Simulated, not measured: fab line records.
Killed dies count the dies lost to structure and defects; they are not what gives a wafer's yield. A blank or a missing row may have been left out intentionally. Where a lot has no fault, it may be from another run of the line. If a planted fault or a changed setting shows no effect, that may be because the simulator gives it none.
Problem report in the 8D (eight disciplines) form, filled by code || flow berkeley-cmos170 || the parts of the form that need people (team, actions taken, sign-off) are left out

## 1. WHAT IS WRONG
Wafers without a fault read 548.2 W, standard deviation 1.8; rf-fwd-power-W at UCB170_V1_CVD_00 reads a mean of 482.3 W on 3 wafers belonging to 2 lots. Measured from the usual mean, that is -37 standard deviations.
The step: deposits SiO2 from TEOS/O2, target thk 2000 nm, time 250 s.
First seen on wafer L347.4, day 10 21:42, on pecvd-04. The record has a number at this step for 42 wafers belonging to 14 lots. The rule behind "out" and "out of limits": a value lying over 4 standard deviations away from the usual mean. All remaining wafers that have a number are taken as sound.

## 2. WHAT THIS IS AND IS NOT
{"question": "which readings at this step", "is": "rf-fwd-power-W", "is not": "susceptor-temp-C"}
{"question": "which lots", "is": "L347, L349", "is not": "L331, L332, L334, L335, L336, L337, L338, L339, L340, L350, L351, L353"}
{"question": "which wafers of those lots", "is": "L347.4, L349.2, L349.6", "is not": "L347.2, L347.6, L349.3"}
{"question": "read on which tools", "is": "pecvd-04", "is not": "pecvd-02, pecvd-03"}
{"question": "when", "is": "from day 10 21:42", "is not": "up to then (29 sound wafers); but 10 sound wafers of L349, L350, L351, L353 came after"}

## 3. THE SUSPECTS, EACH WITH WHAT RULES IT OUT
Counting: any tool at a process step up to the reading remains a suspect provided it ran every lot that is out. Sound lots after the first of them don't rule it out here, since some wafers of a struck lot are sound.
- pecvd-04 at UCB170_V1_CVD_00 (deposits SiO2 from TEOS/O2, target thk 2000 nm, time 250 s): kept. Every lot that is out went through it, the first being L347 (day 10 21:42); the last sound lot it ran before that was L339 (day 9 08:07). Out on those wafers are its own readings of rf-fwd-power-W.
- In pecvd-04 at UCB170_V1_CVD_00, the wafers that are out were processed in chamber 1 and their sound lot-mates in chambers 0, 2.
Left after counting: pecvd-04 at UCB170_V1_CVD_00.

## 4. THE CAUSE (what the simulator had put in)
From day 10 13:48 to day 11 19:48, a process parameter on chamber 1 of pecvd-04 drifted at UCB170_V1_CVD_00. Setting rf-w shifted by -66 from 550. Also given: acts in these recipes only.
After counting, this tool was the only one left.

## 5. THE EFFECT CHAIN, in route order
One row per reading whose mean, taken over the struck wafers that have a number, lies over 3 standard deviations from the usual. Readings are gone through only where the record gives a usual standard deviation; hours: the median, over the lots, of the time from a lot's start at the first step in this table giving one to that lot's start at this step; sigmas: the change measured in usual standard deviations.
{"hours": 0, "step": "UCB170_V1_CVD_00", "reading": "rf-fwd-power-W", "usual": "548.2 W", "on struck wafers": 482.3, "change": -65.9, "sigmas": -37}
Here are the process steps it includes:
- UCB170_V1_CVD_00: deposits SiO2 from TEOS/O2, target thk 2000 nm, time 250 s.
At these later measuring or inspecting steps, every struck wafer for which the step has a row has a number for every such reading, and none has moved that far: UCB170_V1_THK_MEAS_04.

## 6. HOW IT WOULD HAVE BEEN CAUGHT EARLIER
The fault began at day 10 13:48; the first out-of-limits reading in this record came at day 10 21:42, 8 hours later.
